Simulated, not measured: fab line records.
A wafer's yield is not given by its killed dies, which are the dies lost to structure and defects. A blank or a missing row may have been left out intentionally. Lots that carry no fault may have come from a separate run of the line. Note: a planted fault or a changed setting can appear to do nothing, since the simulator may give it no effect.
A lot that was struck, set against a sound lot || flow rit_cmos || 26 steps out of a route of 202
Sound: the wafers L803.3, L803.4, L803.5. The struck wafers were L808.4, L808.5, L808.6. The cause comes at the end.
At each step with rows: each side's tool, then ch and its chambers, then its first start. Under that, the readings that differ: sound wafers || struck wafers || difference of the means || sigmas: that difference in standard deviations of wafers without a fault.
alike: readings whose means differ by less than 2 such deviations, and words and numbers that are the same on both sides. not compared: withheld readings, readings that some wafer has no value for, bounds like >300 that may hide the same value, and numbers for which the record gives no deviation and whose values overlap.
Wherever a step has rows on one side only, a row that says differs or no value, or a row with sigmas, the two part there. Non-overlapping numbers with no deviation appear without sigmas and do not part them. A reading that every wafer of one side lacks parts them only if that side has two wafers or more.

first, 2 steps without rows for these wafers: RIT_REOX_CLEAN_02 (cleans in SC2, time 600 s); RIT_REOX_OXIDATION_03 (target thk 25.2 nm, ox time 5580 s).
RIT_REOX_THK_MEAS_04:
  sound on film_metro-04, day 5 10:50; struck on film_metro-04, day 6 15:47
  alike: REOX_OXIDE_THK
then, 6 steps without rows for these wafers: RIT_NLDD_HMDS_00 (prime time 60 s); RIT_NLDD_COAT_01 (resist thk 1000 nm); RIT_NLDD_SOFTBAKE_02 (time 60 s); RIT_NLDD_EXPOSE_03 (exposes mask M7, target cd 40700 nm); RIT_NLDD_PEB_04; RIT_NLDD_DEVELOP_05 (develop time 50 s).
RIT_NLDD_OVL_MEAS_06:
  sound on overlay-01, day 5 11:46; struck on overlay-02, day 6 17:04
  alike: NLDD_OVL
then, 2 steps without rows for these wafers: RIT_NLDD_HARDBAKE_07 (time 60 s); RIT_NLDD_IMPLANT_08.
RIT_NLDD_STRIP_09: strips in O2, time 180 s.
  sound on plasma_asher-04 ch 0,1, day 5 12:10; struck on plasma_asher-03 ch 0,1, day 6 17:26
  no value came back on the struck wafers for chamber_pressure_mTorr (mTorr), drypump_motor_current_A (A), time_s (s); on the sound wafers chamber_pressure_mTorr (mTorr) reads 3998 3995 4006
{"reading": "model.NOVOLAK_of_NLDD_COAT_01.thk_nm (nm)", "sound": "0 0 0", "struck": "885.7 887.6 888.4", "difference": "+887.2", "sigmas": ""}
  not compared: rf_hours_counter_h
RIT_NLDD_TW_MEAS_10:
  sound on film_metro-03, day 5 12:17; struck on film_metro-03, day 6 17:35
  alike: NLDD_TW
then, 6 steps without rows for these wafers: RIT_PLDD_HMDS_00 (prime time 60 s); RIT_PLDD_COAT_01 (resist thk 1000 nm); RIT_PLDD_SOFTBAKE_02 (time 60 s); RIT_PLDD_EXPOSE_03 (exposes mask M8, target cd 40900 nm); RIT_PLDD_PEB_04; RIT_PLDD_DEVELOP_05 (develop time 50 s).
RIT_PLDD_OVL_MEAS_06:
  sound on overlay-02, day 5 13:19; struck on overlay-02, day 6 18:29
  alike: PLDD_OVL
then, 2 steps without rows for these wafers: RIT_PLDD_HARDBAKE_07 (time 60 s); RIT_PLDD_IMPLANT_08.
RIT_PLDD_STRIP_09: strips in O2, time 180 s.
  sound on plasma_asher-03 ch 0,1, day 5 13:42; struck on plasma_asher-01 ch 0,1, day 6 18:56
  alike: chamber_pressure_mTorr, drypump_motor_current_A
  not compared: rf_hours_counter_h
RIT_PLDD_TW_MEAS_10:
  sound on film_metro-01, day 5 13:50; struck on film_metro-02, day 6 19:18
{"reading": "PLDD_TW", "sound": "2366 2359 2369", "struck": "30 30 30", "difference": -2335, "sigmas": "-99 or more"}
  not compared: hold
RIT_M1_PROBE_99:
  sound wafers here have rows in the record (prober-01, day 6 03:46); struck ones have none

== WHERE THEY PART ==
First at RIT_NLDD_STRIP_09; last, within this record, at RIT_M1_PROBE_99.

WHY: what the simulator had put in
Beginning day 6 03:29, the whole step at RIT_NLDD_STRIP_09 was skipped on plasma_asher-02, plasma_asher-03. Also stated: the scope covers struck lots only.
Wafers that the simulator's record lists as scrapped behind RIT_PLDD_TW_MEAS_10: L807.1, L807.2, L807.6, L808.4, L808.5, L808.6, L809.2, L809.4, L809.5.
